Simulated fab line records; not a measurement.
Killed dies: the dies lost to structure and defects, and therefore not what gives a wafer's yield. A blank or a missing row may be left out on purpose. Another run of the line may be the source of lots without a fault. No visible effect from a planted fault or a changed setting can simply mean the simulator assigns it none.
2 desks looking at one fault | flow berkeley_cmos170 | only its own numbers are on each desk; what lay behind them is given at the end

FROM THE METROLOGY DESK
Lot by lot, what the gauges showed, no matter which tool ran the lot: averages of those sampled wafers that carry a number. Any lot whose mean is over 4 standard deviations away from the usual mean is out of limits and marked OUT; that distance is given in the brackets.
Columns: A = SACOX_OXIDE_THK at UCB170_SACOX_THK_MEAS_02, usual 14.37 nm; B = SCREENOX_OXIDE_THK at UCB170_SCREENOX_THK_MEAS_02, usual 14.34 nm; C = NVT_OVL at UCB170_NVT_OVL_MEAS_06, usual 0 nm
lot  | first seen here | A     | B     | C
L959 | day 6 11:07     | 14.50 | 14.44 | 0
L963 | day 7 19:14     | 14.39 | 14.55 | -5
L967 | day 8 20:12     | 14.18 | 14.80 | 1
L973 | day 10 10:33    | 14.35 | 14.41 | -10
L974 | day 10 10:33    | 14.76 | 14.29 | 8
L975 | day 10 16:13    | 14.83 | 14.25 | -8
This desk's verdict: no lot among the 6 shows anything out of limits.

TOOL OWNER'S DESK, implanter-04
For each lot that ran on this tool, the mean over its sampled wafers that have a number, from the tool's own readings at UCB170_NVT_IMPLANT_07. Any lot whose mean is over 4 standard deviations away from the usual mean is out of limits and marked OUT; that distance is given in the brackets.
Columns: A = dose_ions_cm2 at UCB170_NVT_IMPLANT_07, usual 3e+12
lot  | first seen here | A
L959 | day 7 01:37     | 3e+12
L963 | day 8 11:38     | 3e+12 (-47) OUT
L967 | day 9 11:43     | 3e+12 (-46) OUT
This desk's verdict: out of limits on L963, L967, starting with L963 at day 8 11:38 (dose_ions_cm2 at UCB170_NVT_IMPLANT_07). L959 stayed within limits.

BROUGHT TOGETHER
On L963, L967, at day 8 11:38, an alarm was possible from the tool owner's desk.
Nothing out of limits was seen by the metrology desk.
The metrology desk holds a record of L963, L967, inside its limits.
On implanter-04, each named lot ran UCB170_NVT_IMPLANT_07.

WHAT THE SIMULATOR HAD INSERTED
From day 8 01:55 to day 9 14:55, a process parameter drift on implanter-04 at UCB170_NVT_IMPLANT_07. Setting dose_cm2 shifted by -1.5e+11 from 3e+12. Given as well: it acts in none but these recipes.
Lots struck among those shown: L963, L967.
Time in hours from fault onset to the first out-of-limits reading at each desk: the tool owner's desk, 10.
